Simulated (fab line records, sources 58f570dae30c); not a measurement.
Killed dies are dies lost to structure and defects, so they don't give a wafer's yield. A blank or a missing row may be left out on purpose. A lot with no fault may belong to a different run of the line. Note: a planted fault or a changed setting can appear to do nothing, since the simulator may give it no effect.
Lot-split experiment	flow berkeley-cmos170	23 wafers read across 5 lots, on a route 331 steps long

THE SPLIT ITSELF
At UCB170_PSD_EXPOSE_03 (exposes mask PSELECT MOD, target cd 1200 nm), the setting dose-mj was moved away from the recipe's 30 on 7 of the 23 wafers read, by -6.9% to -2.1%. The other wafers ran this setting at the recipe's value.

FROM THE SPLIT TO THE READING: what the file shows between them, 2 steps
- UCB170_PSD_PEB_04
- UCB170_PSD_DEVELOP_05: develop time 45 s

THE READING
cd-nm, in nm, at UCB170_PSD_CD_MEAS_06 (target cd 1200 nm). Typical for fault-free wafers on this fab line: 1200.0 nm, with standard deviation 1.2 nm.

wafer	tool, chamber at the split	dose-mj as run	against the recipe	cd-nm, nm	against lot-mates on the recipe
L074.3	krf-scanner-01, 0	30	recipe	1198.1	-
L074.4	krf-scanner-01, 0	30	recipe	1199.4	-
L074.5	krf-scanner-01, 0	30	recipe	1198.3	-
L077.2	krf-scanner-01, 0	30	recipe	1203.5	-
L077.3	krf-scanner-01, 0	27.94	-6.9%	1190.1	-12.6
L077.4	krf-scanner-01, 0	30	recipe	1201.9	-
L077.5	krf-scanner-01, 0	27.94	-6.9%	1187.8	-14.9
L077.6	krf-scanner-01, 0	27.94	-6.9%	1188.8	-13.9
L081.1	krf-scanner-01, 0	30	recipe	1199.5	-
L081.2	krf-scanner-01, 0	28.23	-5.9%	1190.3	-10.1
L081.3	krf-scanner-01, 0	30	recipe	1200.8	-
L081.4	krf-scanner-01, 0	30	recipe	1200.8	-
L081.6	krf-scanner-01, 0	28.23	-5.9%	1189.7	-10.7
L082.1	krf-scanner-02, 0	29.38	-2.1%	1195.4	-3.1
L082.2	krf-scanner-02, 0	30	recipe	1198.5	-
L082.3	krf-scanner-02, 0	30	recipe	1199.1	-
L082.4	krf-scanner-02, 0	30	recipe	1197.9	-
L082.5	krf-scanner-02, 0	29.38	-2.1%	1195.3	-3.2
L085.1	krf-scanner-01, 0	30	recipe	1199.9	-
L085.2	krf-scanner-01, 0	30	recipe	1200.9	-
L085.3	krf-scanner-01, 0	30	recipe	1200.9	-
L085.4	krf-scanner-01, 0	30	recipe	1202.0	-
L085.6	krf-scanner-01, 0	30	recipe	1199.4	-

FIT RESULTS
A straight line over all 23 wafers: cd-nm changes by +1.66 nm for each +1% of dose-mj; r = +0.95; the points scatter about the line by 1.4 nm.
The same after taking each lot's own level away (the mean of its wafers on the recipe; 23 wafers): +1.92 nm for each +1%; r = +0.99; scatter 0.85 nm.
The reading moves by 13 nm for the largest change in dose-mj, on that fit.
The lots' own levels span 1198.50 to 1202.70 nm, that is 3.5 times the standard deviation above.
Thus the slope moves with the lot-to-lot level: the two fits are different.
Check: with one of the wafers moved furthest among these (-6.9%) left out of the fit, the line predicts -13.3 nm for it against its lot-mates. Against them it came out at -12.6 nm.

THESE WAFERS: OTHER SPLITS
Before the reading, these wafers also passed through other splits. Each is held against what the fit with the lots' levels taken away leaves over:
other split on the same wafers	wafers away from the commonest value	r with cd-nm (lot level and that fit taken away)
UCB170_PWELL_CVD_05 sih2cl2-flow-sccm	18	-0.15
UCB170_ACTIVE_PEB_11 peb-temp-c	5	-0.22
UCB170_SACOX_OXIDATION_01 ox-time-s	15	+0.16
UCB170_NVT_IMPLANT_07 energy-kev	9	-0.32
UCB170_GATE_EXPOSE_09 dose-mj	8	+0.22
UCB170_PLDD_EXPOSE_03 dose-mj	7	-0.11
UCB170_NLDD_COAT_01 spin-rpm	9	-0.14
UCB170_NLDD_DEVELOP_05 dev-temp-c	5	-0.38

FILE'S OWN FIT
cd-nm changes by +1.88 nm for each +1% of dose-mj, r = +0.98.
